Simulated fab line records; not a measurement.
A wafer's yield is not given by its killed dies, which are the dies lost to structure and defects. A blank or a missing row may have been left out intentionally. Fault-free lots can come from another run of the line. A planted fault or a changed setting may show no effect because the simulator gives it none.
Chamber matching || flow berkeley_cmos170 || rie_diel-02 running UCB170_GATE_ETCH_14: 4 sister chambers
The step etches BARC in N2/H2. 4 wafers are shown with their chamber, then 7 later ones without.

## WAFERS WITH THEIR CHAMBER
{"wafer": "L788.3", "chamber": 2, "throttle_valve_pct (%)": 13.72}
{"wafer": "L789.4", "chamber": 0, "throttle_valve_pct (%)": 13.19}
{"wafer": "L801.3", "chamber": 1, "throttle_valve_pct (%)": 12.96}
{"wafer": "L801.5", "chamber": 3, "throttle_valve_pct (%)": 12.95}

## WAFERS WITHOUT THEIR CHAMBER
{"wafer": "L801.6", "throttle_valve_pct (%)": 13.74}
{"wafer": "L802.2", "throttle_valve_pct (%)": 12.95}
{"wafer": "L802.4", "throttle_valve_pct (%)": 12.94}
{"wafer": "L802.6", "throttle_valve_pct (%)": 13.73}
{"wafer": "L804.3", "throttle_valve_pct (%)": 13.75}
{"wafer": "L804.4", "throttle_valve_pct (%)": 12.96}
{"wafer": "L804.5", "throttle_valve_pct (%)": 13.74}

## CHAMBER TAKEN BY EACH
{"wafer": "L801.6", "from the rows above": 2, "in truth": 2}
{"wafer": "L802.2", "from the rows above": "can't be placed: 3 or 1", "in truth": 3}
{"wafer": "L802.4", "from the rows above": "can't be placed: 3 or 1", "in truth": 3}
{"wafer": "L802.6", "from the rows above": 2, "in truth": 2}
{"wafer": "L804.3", "from the rows above": 2, "in truth": 2}
{"wafer": "L804.4", "from the rows above": "can't be placed: 1 or 3", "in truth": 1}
{"wafer": "L804.5", "from the rows above": 2, "in truth": 2}
4 of 7 placed correctly. Can't be placed from these rows: 3 (the true chamber is among the candidates in 3). Wrongly placed: 0.
How it was worked out, from the rows above alone: a wafer's distance from a chamber is the root of the sum, over the readings, of the square of ((its reading less the chamber's mean) divided by the reading's scatter). The wafer belongs to the nearest chamber; if the next one is less than 2 further off, it can't be placed. A chamber's mean is the mean of its shown wafers. The scatter: with one shown wafer a chamber, the root of the mean of the squares of how far each hidden wafer lies from its nearest shown one.
